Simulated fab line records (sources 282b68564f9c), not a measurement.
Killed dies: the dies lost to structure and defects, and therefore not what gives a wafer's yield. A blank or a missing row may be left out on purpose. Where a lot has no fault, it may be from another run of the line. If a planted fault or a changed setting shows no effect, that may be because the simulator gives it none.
The same fault as seen by 2 desks    flow rit_cmos    numbers are kept per desk, each desk with only its own; the story behind them comes last

## AT THE TOOL OWNER'S DESK: plasma_asher-01
The tool's own readings at RIT_NWELL_STRIP_09 (strips in O2, time 180 s): means of the sampled wafers that have a number, for each lot that ran on this tool. A lot is out of limits, marked OUT, if its mean lies more than 4 standard deviations from the usual mean; the brackets give that distance.
Columns: A = drypump_motor_current_A at RIT_NWELL_STRIP_09, usual 6.0 A; B = run_length_s at RIT_NWELL_STRIP_09, usual 208.14 s
lot   first seen here  A    B
L466  day 2 03:19      5.7  208.17
L471  day 3 04:55      5.6  72.22 (-99 or more) OUT
L480  day 5 07:15      5.6  208.33
L486  day 6 08:13      5.7  208.17
L487  day 6 19:05      5.6  208.29
This desk finds L471 out of limits, L471 being first, at day 3 04:55 (run_length_s at RIT_NWELL_STRIP_09). L466, L480, L486, L487: within limits.

## AT THE METROLOGY DESK
Lot by lot, what the gauges showed, no matter which tool ran the lot: averages of those sampled wafers that carry a number. A lot is out of limits, marked OUT, if its mean lies more than 4 standard deviations from the usual mean; the brackets give that distance.
Columns: A = NRETRO_TW at RIT_NRETRO_TW_MEAS_10, usual 1046
lot   first seen here  A
L466  day 2 13:14      1041
L467  day 2 18:28      1040
L470  day 3 10:23      1047
L471  day 3 14:18      31 (-99 or more) OUT
L480  day 5 21:04      1048
L481  day 6 04:05      1050
L482  day 6 04:19      1042
L483  day 6 14:59      1053
L485  day 6 18:34      1036
L486  day 6 18:46      1054
L484  day 6 18:50      1039
L488  day 7 04:40      1041
L487  day 7 06:07      1052
Finding of this desk: L471 out of limits, first seen on L471 at day 3 14:18 (NRETRO_TW at RIT_NRETRO_TW_MEAS_10). L466, L467, L470, L480, L481, L482, L483, L485, L486, L484, L488, L487: within limits.

## BROUGHT TOGETHER
An alarm could have come from the tool owner's desk at day 3 04:55, on L471.
At day 3 14:18 the metrology desk could have sounded an alarm, on L471.
On plasma_asher-01, each named lot ran RIT_NWELL_STRIP_09.

## WHAT THE SIMULATOR HAD INSERTED
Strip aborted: plasma_asher-01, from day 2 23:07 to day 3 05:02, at RIT_NWELL_STRIP_09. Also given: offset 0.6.
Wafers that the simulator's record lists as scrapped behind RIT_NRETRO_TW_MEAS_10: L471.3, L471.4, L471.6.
Lots struck among those shown: L471.
Hours from the fault's start to each desk's first reading out of limits: the tool owner's desk, 6; the metrology desk, 15.
